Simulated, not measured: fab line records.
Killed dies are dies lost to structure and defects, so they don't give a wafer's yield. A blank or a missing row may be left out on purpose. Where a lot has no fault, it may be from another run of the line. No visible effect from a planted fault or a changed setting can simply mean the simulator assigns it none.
Problem report in the 8D (eight disciplines) form, filled by code ; flow berkeley cmos170 ; the parts of the form that need people (team, actions taken, sign-off) are left out

== 1. WHAT WENT WRONG ==
oes product au at UCB170_M1_STRIP_13 reads a mean of 0.662 a.u. on 6 wafers of 2 lots; wafers without a fault read 0.721 a.u. with a standard deviation of 0.004. That puts it -15 standard deviations away from the usual mean.
The step: strips in O2.
First observed at day 8 23:28: wafer L654.1, on plasma asher-04. Wafers with a number at this step in the record: 42, from 14 lots. Rule for "out", or "out of limits": more than 4 standard deviations from the usual mean. The other wafers with a number count as sound.

== 2. WHAT IT IS AND WHAT IT IS NOT ==
question;is;is not
which readings at this step;oes product au;drypump motor current A
which lots;L654, L660;L649, L650, L651, L659, L661, L663, L664, L665, L667, L668, L669, L671
which wafers of those lots;all that have a number;-
read on which tools;plasma asher-04;plasma asher-01, plasma asher-03
when;from day 8 23:28;"up to then (12 sound wafers); but 24 sound wafers of L661, L663, L664, L665, L667, L668, L669, L671 came after"

== 3. SUSPECTS, AND WHAT RULES EACH OUT ==
Counting: a tool at any process step up to the reading remains a suspect when it ran all the lots that are out and ran no sound lot after the first of those.
- plasma asher-04 at UCB170_M1_STRIP_13 (strips in O2): kept. Every lot that is out went through it, starting with L654 (day 8 23:28), and after that it ran no sound lot; the last sound lot it ran before then is L651 (day 7 21:53). Its own oes product au readings are out on those wafers.
Left after counting: plasma asher-04 at UCB170_M1_STRIP_13.

== 4. THE CAUSE (what the simulator had put in) ==
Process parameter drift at UCB170_M1_STRIP_13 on plasma asher-04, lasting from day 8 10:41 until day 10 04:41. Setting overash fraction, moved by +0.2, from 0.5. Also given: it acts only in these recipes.
Only this tool survived the counting.

== 5. THE EFFECT CHAIN, in route order ==
Rows list readings where the struck wafers' mean (over those with a number) sits beyond 3 standard deviations from the usual. Only readings whose record carries a usual standard deviation are examined. hours: median over the lots of the time between each lot's start at the first step of this table that gives one and its start at this step. sigmas: the change, counted in usual standard deviations.
hours;step;reading;usual;on struck wafers;change;sigmas
0;UCB170_M1_STRIP_13;oes product au;0.721 a.u.;0.662;-0.059;-15
Process steps it contains:
- UCB170_M1_STRIP_13: strips in O2.

== 6. WHAT WOULD HAVE CAUGHT IT SOONER ==
The fault began at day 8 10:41; the first out-of-limits reading in this record came at day 8 23:28, 13 hours later.
